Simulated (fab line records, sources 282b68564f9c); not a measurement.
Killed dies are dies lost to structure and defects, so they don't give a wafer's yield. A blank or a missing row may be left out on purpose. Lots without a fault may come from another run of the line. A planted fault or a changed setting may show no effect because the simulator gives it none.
fab line records | flow rit_cmos
record lots=12 wafers=36 last_day=7
route steps=202 shown NSD@134 M1@202
lots that met no fault: from a run of the same line without faults
start_h: hours from the record's first day to the start of the lot's first wafer shown | wait_h: hours since the lot's step before | " the same as in the row above | L1.1+2: a row that stands for several wafers | - no value, or no start given | * or withheld: withheld | < > ~ a bound
route shown NAME@n: a module of which the file shows steps, and the number in the route of the first | usual: mean/standard deviation of fault-free wafers | same: alike in all rows | chamber/n: place in a boat | sites: the reading at each site | _std_site: their standard deviation | _edge_site: outer sites' mean less inner sites' | radius_mm: how far each site lies from the wafer's centre | mask NAME#n: copy n | behind: the tool/chamber that last shaped the wafer | hold: why the lot was held/for how many hours/how that ended | device: the transistor (n, p or np) that didn't switch | end of line: the same wafers' tests at the end of the route | a step without rows: its recipe alone | killed: dies lost to structure and defects at the first sort, not the wafer's yield | map: a wafer's dies, x killed, . not, _ none there
set.NAME: the setting as run; set.NAME@STEP: as run at that earlier step | model.NAME: the simulator's own value behind a step, which no gauge read
steps of the route over a sample of lots; a table a step, a row a wafer
services: from which hour (start_h, from the record's first day; less than 0 if before it) a tool's chamber was out of use, for how many hours, and why
## steps
# step RIT_NSD_EXPOSE_03
# recipe mask_id=M9 na=0.57 target_cd_nm=40700 dose_mj=250
# columns lot.wafer tool chamber start_h wait_h mask
L616.4+5+6 iline_stepper-01 0 46.67 0.2 M9#0
L617.2+5+6 iline_stepper-02 0 53.07 0.2 M9#0
L618.2+4+5 iline_stepper-02 0 56.91 0.1 M9#0
L619.1+5+6 iline_stepper-01 0 61.23 0.2 M9#0
L620.1+4+6 iline_stepper-01 0 67.91 0.1 M9#0
L621.1+4+6 iline_stepper-01 0 76.35 0.1 M9#0
L622.3+5+6 iline_stepper-01 0 80.04 0.1 M9#0
L625.1+2+6 iline_stepper-02 0 92.79 0.1 M9#0
L627.1+4+6 iline_stepper-02 0 107.42 0.2 M9#0
L632.1+3+6 iline_stepper-02 0 134.46 0.2 M9#0
L636.1+2+3 iline_stepper-01 0 152.07 0.2 M9#0
L639.1+2+4 iline_stepper-01 0 166.62 0.2 M9#0
# step RIT_NSD_OVL_MEAS_06
# usual NSD_OVL=-0.8/1.5
# columns lot.wafer tool chamber start_h wait_h NSD_OVL[nm]
L616.4 overlay-01 - 47.03 - 1.5
L616.5 " - " " 1.0
L616.6 " - " " 0.0
L617.2 overlay-02 - 53.45 - -2.2
L617.5 " - " " -1.5
L617.6 " - " " -2.0
L618.2 overlay-02 - 57.38 - -4.2
L618.4 " - " " -2.6
L618.5 " - " " -3.0
L619.1 overlay-02 - 61.63 - -1.2
L619.5 " - " " 0.0
L619.6 " - " " -0.4
L620.1 overlay-01 - 68.31 - -0.4
L620.4 " - " " 0.3
L620.6 " - " " -0.4
L621.1 overlay-02 - 76.75 - -1.0
L621.4 " - " " 0.7
L621.6 " - " " -0.6
L622.3 overlay-01 - 80.41 - 1.6
L622.5 " - " " 1.0
L622.6 " - " " 1.4
L625.1 overlay-02 - 93.45 - 358.8
L625.2 " - " " 359.5
L625.6 " - " " 360.1
L627.1 overlay-01 - 107.82 - 356.4
L627.4 " - " " 355.9
L627.6 " - " " 356.2
L632.1 overlay-01 - 134.86 - 358.9
L632.3 " - " " 358.9
L632.6 " - " " 359.6
L636.1 overlay-02 - 152.47 - 2.4
L636.2 " - " " 1.1
L636.3 " - " " -0.1
L639.1 overlay-01 - 167.06 - -1.0
L639.2 " - " " -0.1
L639.4 " - " " 0.5
# step RIT_M1_PROBE_99
# usual killed_at_contacts=0.1/0.24 killed_at_front_end=7.1/3 killed_dies=7.2/3 killed_open=3.7/2 killed_short=3.5/2
# same gross_dies=264 killed_at_M0_to_M3=0 killed_at_M4_up=0 killed_at_back_side=0 killed_at_other=0
# columns lot.wafer tool chamber start_h wait_h killed_at_contacts killed_at_front_end killed_dies killed_open killed_short
L616.4 prober-01 - 57.95 0.2 0 6 6 3 3
L616.5 prober-01 - 58.00 0.2 0 9 9 7 2
L616.6 prober-01 - 58.05 0.2 0 7 7 4 3
L617.2 prober-02 - 64.63 0.1 0 11 11 6 5
L617.5 prober-02 - 64.78 0.2 0 8 8 4 4
L617.6 prober-02 - 64.83 0.2 0 10 10 8 2
L618.2 prober-01 - 67.72 0.1 0 6 6 4 2
L618.4 prober-01 - 67.82 0.2 0 5 5 3 2
L618.5 prober-01 - 67.87 0.2 0 4 4 2 2
L619.1 prober-02 - 72.86 0.1 0 2 2 2 0
L619.5 prober-02 - 73.06 0.2 1 4 5 3 2
L619.6 prober-02 - 73.11 0.2 0 1 1 1 0
L620.1 prober-01 - 78.58 0.1 0 6 6 4 2
L620.4 prober-01 - 78.73 0.2 0 8 8 5 3
L620.6 prober-01 - 78.83 0.2 0 6 6 3 3
L621.1 prober-02 - 87.43 0.1 0 9 9 1 8
L621.4 prober-02 - 87.58 0.2 0 7 7 5 2
L621.6 prober-02 - 87.68 0.2 0 9 9 4 5
L622.3 prober-01 - 90.73 0.2 0 11 11 7 4
L622.5 prober-01 - 90.83 0.2 0 3 3 2 1
L622.6 prober-01 - 90.88 0.2 1 9 10 9 1
L625.1 prober-02 - 106.70 0.1 0 12 12 3 9
L625.2 prober-02 - 106.75 0.1 0 7 7 5 2
L625.6 prober-02 - 106.95 0.2 0 8 8 6 2
L627.1 prober-02 - 118.67 0.1 0 3 3 2 1
L627.4 prober-02 - 118.82 0.2 0 7 7 3 4
L627.6 prober-02 - 118.92 0.2 0 7 7 4 3
L632.1 prober-01 - 144.94 0.1 0 12 12 5 7
L632.3 prober-01 - 145.04 0.2 0 9 9 5 4
L632.6 prober-01 - 145.19 0.2 0 10 10 4 6
L636.1 prober-01 - 163.64 0.1 0 9 9 6 3
L636.2 prober-01 - 163.69 0.1 0 8 8 1 7
L636.3 prober-01 - 163.74 0.2 0 10 10 3 7
L639.1 prober-02 - 177.62 0.1 0 11 11 4 7
L639.2 prober-02 - 177.67 0.1 1 10 11 7 4
L639.4 prober-02 - 177.77 0.2 0 6 6 2 4
# killed by level:class
L616.4 GATE:geometric_particle:open=2 FOX1:geometric_particle:short=1 FOX2:geometric_particle:open=1 GATE:geometric_particle:short=1 REOX:geometric_particle:short=1
L616.5 GATE:geometric_particle:open=4 FOX2:geometric_particle:open=3 REOX:geometric_particle:short=1 SPACER:geometric_particle:short=1
L616.6 FOX1:geometric_particle:open=2 FOX2:geometric_particle:open=1 REOX:geometric_particle:short=1 REOX:geometric_particle:open=1 SPACER:geometric_particle:short=1 SILICIDE:geometric_particle:short=1
L617.2 GATE:geometric_particle:short=3 GATE:geometric_particle:open=3 FOX1:geometric_particle:open=2 FOX1:geometric_particle:short=2 SPACER:geometric_particle:open=1
L617.5 GATE:geometric_particle:short=2 FOX1:geometric_particle:short=1 FOX1:geometric_particle:open=1 GATE:geometric_particle:open=1 REOX:geometric_particle:open=1 SPACER:geometric_particle:open=1 SILICIDE:geometric_particle:short=1
L617.6 GATE:geometric_particle:open=3 FOX1:geometric_particle:open=2 SPACER:geometric_particle:open=2 FOX1:geometric_particle:short=1 FOX2:geometric_particle:open=1 SPACER:geometric_particle:short=1
L618.2 GATE:geometric_particle:open=2 FOX2:geometric_particle:open=1 SPACER:geometric_particle:short=1 SILICIDE:geometric_particle:open=1 SILICIDE:geometric_particle:short=1
L618.4 GATE:geometric_particle:open=2 FOX2:geometric_particle:short=1 SPACER:geometric_particle:open=1 SILICIDE:geometric_particle:short=1
L618.5 GATE:geometric_particle:open=2 FOX1:geometric_particle:short=1 GATE:geometric_particle:short=1
L619.1 GATE:geometric_particle:open=1 SPACER:geometric_particle:open=1
L619.5 FOX1:geometric_particle:open=2 GATE:geometric_particle:short=1 SILICIDE:geometric_particle:open=1 CONTACT:geometric_particle:short=1
L619.6 FOX1:geometric_particle:open=1
L620.1 GATE:geometric_particle:short=2 GATE:geometric_particle:open=2 SILICIDE:geometric_particle:open=2
L620.4 GATE:geometric_particle:open=4 GATE:geometric_particle:short=3 REOX:geometric_particle:open=1
L620.6 GATE:geometric_particle:short=3 FOX1:geometric_particle:open=1 GATE:geometric_particle:open=1 SPACER:geometric_particle:open=1
L621.1 GATE:geometric_particle:short=4 SPACER:geometric_particle:short=2 FOX2:geometric_particle:short=1 SILICIDE:geometric_particle:short=1 SILICIDE:geometric_particle:open=1
L621.4 SPACER:geometric_particle:open=4 GATE:geometric_particle:short=2 FOX2:geometric_particle:open=1
L621.6 GATE:geometric_particle:short=3 GATE:geometric_particle:open=2 FOX1:geometric_particle:short=1 REOX:geometric_particle:open=1 SPACER:geometric_particle:short=1 SPACER:geometric_particle:open=1
L622.3 FOX1:geometric_particle:open=2 GATE:geometric_particle:open=2 SPACER:geometric_particle:open=2 SPACER:geometric_particle:short=2 GATE:geometric_particle:short=1 REOX:geometric_particle:open=1 SILICIDE:geometric_particle:short=1
L622.5 GATE:geometric_particle:open=1 SPACER:geometric_particle:open=1 SILICIDE:geometric_particle:short=1
L622.6 FOX1:geometric_particle:open=3 FOX2:geometric_particle:open=2 GATE:geometric_particle:open=2 GATE:geometric_particle:short=1 SPACER:geometric_particle:open=1 CONTACT:geometric_particle:open=1
L625.1 GATE:geometric_particle:short=2 REOX:geometric_particle:short=2 SPACER:geometric_particle:short=2 FOX1:geometric_particle:open=1 FOX1:geometric_particle:short=1 FOX2:geometric_particle:short=1 REOX:geometric_particle:open=1 SILICIDE:geometric_particle:open=1
L625.2 SPACER:geometric_particle:open=2 FOX1:geometric_particle:open=1 GATE:geometric_particle:short=1 GATE:geometric_particle:open=1 REOX:geometric_particle:short=1 REOX:geometric_particle:open=1
L625.6 FOX2:geometric_particle:open=2 REOX:geometric_particle:open=2 GATE:geometric_particle:open=1 GATE:geometric_particle:short=1 REOX:geometric_particle:short=1 SPACER:geometric_particle:open=1
L627.1 SPACER:geometric_particle:open=2 SILICIDE:geometric_particle:short=1
L627.4 REOX:geometric_particle:open=2 FOX1:geometric_particle:open=1 FOX1:geometric_particle:short=1 GATE:geometric_particle:short=1 REOX:geometric_particle:short=1 SPACER:geometric_particle:short=1
L627.6 GATE:geometric_particle:short=2 SILICIDE:geometric_particle:open=2 FOX2:geometric_particle:open=1 GATE:geometric_particle:open=1 SPACER:geometric_particle:short=1
L632.1 FOX1:geometric_particle:short=2 FOX2:geometric_particle:short=2 SPACER:geometric_particle:open=2 FOX2:geometric_particle:open=1 GATE:geometric_particle:open=1 GATE:geometric_particle:short=1 REOX:geometric_particle:open=1 REOX:geometric_particle:short=1
L632.3 FOX2:geometric_particle:open=2 GATE:geometric_particle:open=2 GATE:geometric_particle:short=2 FOX1:geometric_particle:open=1 FOX1:geometric_particle:short=1 SPACER:geometric_particle:short=1
L632.6 GATE:geometric_particle:short=5 GATE:geometric_particle:open=3 SPACER:geometric_particle:open=1 SPACER:geometric_particle:short=1
L636.1 SPACER:geometric_particle:open=3 GATE:geometric_particle:short=2 FOX2:geometric_particle:open=1 GATE:geometric_particle:open=1 REOX:geometric_particle:short=1 REOX:geometric_particle:open=1
L636.2 GATE:geometric_particle:short=4 FOX1:geometric_particle:short=2 GATE:geometric_particle:open=1 SPACER:geometric_particle:short=1
L636.3 FOX1:geometric_particle:short=3 GATE:geometric_particle:short=2 FOX2:geometric_particle:short=1 GATE:geometric_particle:open=1 REOX:geometric_particle:short=1 REOX:geometric_particle:open=1 SPACER:geometric_particle:open=1
L639.1 GATE:geometric_particle:open=3 GATE:geometric_particle:short=3 FOX1:geometric_particle:open=1 FOX2:geometric_particle:short=1 REOX:geometric_particle:short=1 SPACER:geometric_particle:short=1 SILICIDE:geometric_particle:short=1
L639.2 GATE:geometric_particle:open=3 FOX2:geometric_particle:short=2 FOX1:geometric_particle:open=1 FOX2:geometric_particle:open=1 GATE:geometric_particle:short=1 SPACER:geometric_particle:short=1 SILICIDE:geometric_particle:open=1 CONTACT:geometric_particle:open=1
L639.4 FOX2:geometric_particle:short=2 GATE:geometric_particle:open=2 REOX:geometric_particle:short=1 SILICIDE:geometric_particle:short=1
## services
# columns tool chamber start_h hours kind
iline_stepper-01 - 42.90 2.1 pm
iline_stepper-01 - 44.98 - consumable_replace:lamp
iline_stepper-02 - 68.03 1.7 pm
iline_stepper-01 - 93.41 1.7 pm
iline_stepper-01 - 135.73 3.9 repair
## key
first_sign step=RIT_NSD_OVL_MEAS_06 reading=NSD_OVL direction=up sigmas=99+ usual=-0.8 struck=358.3
effect none on later readings
met_at RIT_NSD_EXPOSE_03
struck_lots L625,L627,L632
tester_left_out L625,L627,L632
onset_between 56.91 92.79
fault kind=scanner_matching_overlay tool=iline_stepper-02 chamber=- onset_h=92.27 steps=RIT_NSD_EXPOSE_03 offset=360
# tester_left_out: of these lots the tester's yield and bins aren't shown, on N5 and GAA mostly nor the transistor test; their killed dies are dies lost to structure and defects alone, not to doping, threshold or leakage, so they don't give the yield
